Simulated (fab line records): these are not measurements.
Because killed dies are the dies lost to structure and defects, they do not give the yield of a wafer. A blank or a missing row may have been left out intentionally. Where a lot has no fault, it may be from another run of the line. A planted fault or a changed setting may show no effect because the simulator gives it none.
Which tool did it? -- flow ritCmos -- 14 lots with 42 wafers sampled at 3 steps, on a route of 202 steps

WHAT THE GAUGES SHOWED, per wafer
RIT_FOX2_THK_MEAS_90.
lot,measured,on,FIELD_OXIDE_LEFT_1_THK (nm)
L646,day 1 20:10,filmMetro-03,312 315 315
L648,day 2 07:25,filmMetro-03,324 326 320
L649,day 2 10:40,filmMetro-01,313 312 319
L650,day 2 17:03,filmMetro-02,331 326 328
L651,day 2 21:44,filmMetro-01,318 322 327
L654,day 3 11:14,filmMetro-01,327 329 330
L656,day 3 23:10,filmMetro-03,319 325 318
L660,day 4 18:28,filmMetro-01,321 320 320
L661,day 4 23:18,filmMetro-03,327 325 325
L662,day 5 05:15,filmMetro-03,322 326 323
L664,day 5 16:18,filmMetro-03,318 324 326
L665,day 5 20:31,filmMetro-03,321 327 326
L666,day 5 23:52,filmMetro-01,333 328 329
L668,day 6 12:32,filmMetro-01,324 319 324

RIT_NSD_OVL_MEAS_06.
lot,measured,on,NSD_OVL (nm)
L646,day 3 01:00,overlay-02,-2.0 -2.3 0.0
L648,day 3 11:12,overlay-01,-2.9 -1.4 -1.8
L649,day 3 13:51,overlay-01,-2.9 -0.6 0.1
L650,day 3 21:56,overlay-02,-0.6 -2.8 -1.8
L651,day 4 02:10,overlay-02,-2.6 -2.0 -1.9
L654,day 4 17:16,overlay-01,-1.2 -0.8 -1.9
L656,day 5 05:59,overlay-02,-0.8 -1.3 0.3
L660,day 6 00:23,overlay-01,-0.6 1.7 -1.5
L661,day 6 06:18,overlay-02,0.9 -0.3 -0.6
L662,day 6 08:41,overlay-01,-0.3 1.1 -1.0
L664,day 6 22:38,overlay-01,-4.0 -5.1 -3.9
L665,day 7 01:40,overlay-02,-3.9 -2.9 -3.5
L666,day 7 06:47,overlay-01,-1.9 -0.6 -2.0
L668,day 7 18:15,overlay-02,-0.2 1.4 -0.7

WHICH TOOL RAN EACH LOT (tool, then ch and the chambers of the sampled wafers, then the start)
lot,RIT_PRETRO_COAT_01
L646,"lithoTrack-03 ch 0, day 2 07:17"
L648,"lithoTrack-02 ch 0, day 2 17:49"
L649,"lithoTrack-02 ch 0, day 2 21:25"
L650,"lithoTrack-01 ch 0, day 3 04:05"
L651,"lithoTrack-02 ch 0, day 3 08:03"
L654,"lithoTrack-03 ch 0, day 3 21:53"
L656,"lithoTrack-01 ch 0, day 4 10:03"
L660,"lithoTrack-01 ch 0, day 5 05:13"
L661,"lithoTrack-01 ch 0, day 5 09:58"
L662,"lithoTrack-02 ch 0, day 5 15:58"
L664,"lithoTrack-01 ch 0, day 6 02:38"
L665,"lithoTrack-03 ch 0, day 6 07:05"
L666,"lithoTrack-03 ch 0, day 6 10:37"
L668,"lithoTrack-03 ch 0, day 6 23:49"
- RIT_PRETRO_COAT_01: resist thk 1300 nm.

AS READ BY THE TOOLS THEMSELVES (means over the sampled wafers that have a number; for cases with no such wafer, the mark the record gives instead)
RIT_PRETRO_COAT_01.
lot,tool,chillPlateTempC (C),spinSpeedRpm (rpm)
L646,lithoTrack-03,23.03,1998.2
L648,lithoTrack-02,22.87,1998.9
L649,lithoTrack-02,22.94,2000.4
L650,lithoTrack-01,23.06,1998.6
L651,lithoTrack-02,23.20,2000.0
L654,lithoTrack-03,23.18,1999.5
L656,lithoTrack-01,23.01,1998.3
L660,lithoTrack-01,22.94,2001.7
L661,lithoTrack-01,23.01,1818.1
L662,lithoTrack-02,23.11,2000.8
L664,lithoTrack-01,22.94,1819.5
L665,lithoTrack-03,22.84,2000.3
L666,lithoTrack-03,22.96,2001.1
L668,lithoTrack-03,22.89,2000.4

THE ANSWER, worked out from the rows above alone
Rule: the lots themselves supply what counts as usual. The widest of any qualifying gaps counts: lots, ordered by their means at a reading, are off when they make up no more than a third of the lots, leave a main group of 4 or more, and stand apart from it by 3 or more times the standard deviation of that group's means. The tables above print the reading to a certain number of digits; a main group whose means all agree to those digits is not used. A lot without any number at a reading at which 4 lots or more have one is off too. All remaining lots with rows at the step are treated as sound. After the gauges, taken in route order, come the tools' own readings; for these a lot's mean is taken, as printed above. The first step at which some lot is off is used, and at that step the reading that is off furthest; a lot without a number counts as furthest.
Off: L661, L664, at RIT_PRETRO_COAT_01 (spinSpeedRpm). The main group: mean 1999.8 rpm, standard deviation 1.1.
If a tool, at that step or one of the process steps before it, ran each lot that is off and ran no sound lot following the first of them, it fits. One fits: lithoTrack-01 at RIT_PRETRO_COAT_01. Its last sound lot is L660 (day 5 05:13), its first lot that is off L661 (day 5 09:58): a fault that began between those two fits.
On the lots that are off, the tool's own readings at RIT_PRETRO_COAT_01 differ by more than 5 times the standard deviation of the sound lots' means, which bears it out; spinSpeedRpm reads 1818.8 rpm there versus 1999.8 rpm on the sound lots.

WHAT HAD BEEN PUT IN BY THE SIMULATOR
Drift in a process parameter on lithoTrack-01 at RIT_PRETRO_COAT_01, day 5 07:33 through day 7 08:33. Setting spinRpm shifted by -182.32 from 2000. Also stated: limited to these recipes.
Shown lots that were struck: L661, L664. The rule above found the same.
